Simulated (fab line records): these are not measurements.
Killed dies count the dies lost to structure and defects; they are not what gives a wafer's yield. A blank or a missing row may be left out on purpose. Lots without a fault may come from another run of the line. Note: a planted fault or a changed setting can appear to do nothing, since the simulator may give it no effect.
Which of the tools did it?    flow berkeleyCmos170    Sampling: 14 lots, 42 wafers, 4 of 331 route steps

## WHAT THE GAUGES SHOWED, per wafer
UCB170_NWELL_TW_MEAS_16. Usual: NWELL_TW typically reads 1264, with standard deviation 9.5.
lot   measured     on            NWELL_TW        flag
L404  day 2 17:14  filmMetro-02  1253 1255 1255  
L405  day 2 20:26  filmMetro-02  1264 1261 1262  
L406  day 2 20:40  filmMetro-04  1269 1273 1268  
L407  day 3 08:49  filmMetro-04  1271 1270 1265  
L409  day 3 15:47  filmMetro-04  1267 1273 1266  
L415  day 4 23:32  filmMetro-02  1261 1265 1265  
L414  day 4 23:50  filmMetro-04  1264 1262 1271  
L416  day 5 07:53  filmMetro-02  1262 1267 1260  
L417  day 5 16:56  filmMetro-02  1271 1272 1274  
L418  day 5 17:11  filmMetro-04  1264 1264 1264  
L420  day 6 14:58  filmMetro-04  1269 1273 1270  
L421  day 6 15:06  filmMetro-02  1251 1263 1257  
L424  day 7 06:02  filmMetro-04  1273 1266 1266  
L425  day 7 06:02  filmMetro-02  1270 1256 1262  

UCB170_GATE_THK_MEAS_05. Usual: GATE_POLY_THK typically reads 215.0 nm, with standard deviation 2.1.
lot   measured      on            GATE_POLY_THK (nm)  flag
L404  day 7 16:52   filmMetro-04  214.0 216.5 215.0   
L405  day 7 16:55   filmMetro-04  216.8 216.6 217.1   
L406  day 7 16:52   filmMetro-02  214.3 215.0 215.2   
L407  day 8 12:19   filmMetro-02  215.6 216.2 216.7   
L409  day 8 23:13   filmMetro-03  210.6 208.5 207.9   
L415  day 10 03:36  filmMetro-03  213.7 214.0 213.7   
L414  day 10 03:37  filmMetro-02  216.1 215.3 215.9   
L416  day 10 03:36  filmMetro-04  218.0 218.2 219.2   
L417  day 10 22:47  filmMetro-02  214.3 212.9 212.9   
L418  day 10 22:52  filmMetro-02  217.3 216.0 215.9   
L420  day 11 15:02  filmMetro-02  215.5 215.7 215.6   
L421  day 11 15:02  filmMetro-04  214.1 213.1 212.7   
L424  day 12 02:44  filmMetro-02  216.5 216.6 216.4   
L425  day 12 11:51  filmMetro-04  213.9 215.2 214.2   

UCB170_CONTACT_THK_MEAS_02. Usual: CONTACT_PSG_THK typically reads 702 nm, with standard deviation 8.
lot   measured      on            CONTACT_PSG_THK (nm)  flag
L404  day 8 16:48   filmMetro-02  696 690 687           
L405  day 8 16:47   filmMetro-04  716 718 716           
L406  day 8 18:33   filmMetro-02  716 714 712           
L407  day 9 14:59   filmMetro-04  705 708 710           
L409  day 9 17:56   filmMetro-04  702 701 697           
L415  day 11 01:23  filmMetro-03  705 707 701           
L414  day 11 03:08  filmMetro-04  712 707 703           
L416  day 11 02:31  filmMetro-04  696 698 698           
L417  day 11 22:40  filmMetro-03  687 694 696           
L418  day 11 22:41  filmMetro-02  699 688 691           
L420  day 12 13:36  filmMetro-04  697 697 701           
L421  day 12 10:25  filmMetro-02  702 699 700           
L424  day 13 00:17  filmMetro-04  692 690 688           
L425  day 13 10:12  filmMetro-03  692 687 687           

## TOOL THAT RAN EACH LOT (tool first, then ch and the chambers of the sampled wafers, then the start)
lot   UCB170_NWELL_IMPLANT_14
L404  implanter-01 ch 0, day 2 17:00
L405  implanter-03 ch 0, day 2 20:11
L406  implanter-02 ch 0, day 2 20:25
L407  implanter-01 ch 0, day 3 08:34
L409  implanter-02 ch 0, day 3 15:32
L415  implanter-02 ch 0, day 4 23:17
L414  implanter-01 ch 0, day 4 23:35
L416  implanter-02 ch 0, day 5 07:38
L417  implanter-01 ch 0, day 5 16:41
L418  implanter-03 ch 0, day 5 16:57
L420  implanter-03 ch 0, day 6 14:43
L421  implanter-01 ch 0, day 6 14:51
L424  implanter-03 ch 0, day 7 05:47
L425  implanter-01 ch 0, day 7 05:48
- UCB170_NWELL_IMPLANT_14

## AS READ BY THE TOOLS THEMSELVES (means over the sampled wafers that have a number; for cases with no such wafer, the mark the record gives instead)
UCB170_NWELL_IMPLANT_14. Usual: beamEnergyKeV 150.00, standard deviation 0.045; doseIonsCm2 1.0003e+13, standard deviation 9.6e+09; endStationPressureTorr 5.06e-06 Torr, standard deviation 2.9e-07; faradayCurrentUA 31.7, standard deviation 0.57.
lot   tool          beamEnergyKeV  doseIonsCm2  endStationPressureTorr (Torr)  faradayCurrentUA  flag
L404  implanter-01  149.99         9.9993e+12   4.80e-06                       31.3              
L405  implanter-03  149.99         1.0005e+13   5.18e-06                       32.1              
L406  implanter-02  149.97         1.0008e+13   5.23e-06                       31.8              
L407  implanter-01  149.98         9.9950e+12   5.05e-06                       32.3              
L409  implanter-02  149.94         1.0010e+13   5.48e-06                       31.3              
L415  implanter-02  150.02         9.7997e+12   4.96e-06                       30.8              OFF
L414  implanter-01  150.01         1.0000e+13   4.82e-06                       31.5              
L416  implanter-02  150.03         9.8087e+12   5.33e-06                       30.7              OFF
L417  implanter-01  149.99         1.0009e+13   4.87e-06                       32.0              
L418  implanter-03  149.93         1.0001e+13   5.13e-06                       31.7              
L420  implanter-03  150.01         1.0005e+13   4.85e-06                       30.8              
L421  implanter-01  150.04         1.0014e+13   5.11e-06                       31.8              
L424  implanter-03  149.99         9.9937e+12   4.95e-06                       31.6              
L425  implanter-01  149.97         9.9967e+12   5.20e-06                       31.5              

## THE ANSWER, worked out from the rows above alone
Rule: lot off if the mean of its wafers having a number is beyond 3 standard deviations from the usual mean. A lot without any number at a reading at which 4 lots or more have one is off too. All remaining lots with rows at the step are treated as sound. The gauges are gone through in route order, then the tools' own readings, and for those a lot's mean is taken as printed above. At the first step where some lot is off, the reading lying furthest off is the one used; lots without a number count as furthest.
Off, at UCB170_NWELL_IMPLANT_14 on doseIonsCm2: L415, L416.
If a tool, at that step or one of the process steps before it, ran each lot that is off and ran no sound lot following the first of them, it fits. One fits: implanter-02 at UCB170_NWELL_IMPLANT_14. A fault onset in the window from L409 (day 3 15:32, its last sound lot) to L415 (day 4 23:17, its first lot off) fits.
The tool's own readings at UCB170_NWELL_IMPLANT_14 bear it out: on the lots that are off they differ by more than 5 times the standard deviation of the sound lots' means. doseIonsCm2 reads 9.8042e+12 there against 1.0003e+13 on the sound lots.

## WHAT THE SIMULATOR HAD INSERTED
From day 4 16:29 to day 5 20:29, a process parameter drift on implanter-02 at UCB170_NWELL_IMPLANT_14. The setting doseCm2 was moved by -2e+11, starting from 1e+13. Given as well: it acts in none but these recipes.
Shown lots that were struck: L415, L416. The rule above reached the same finding.
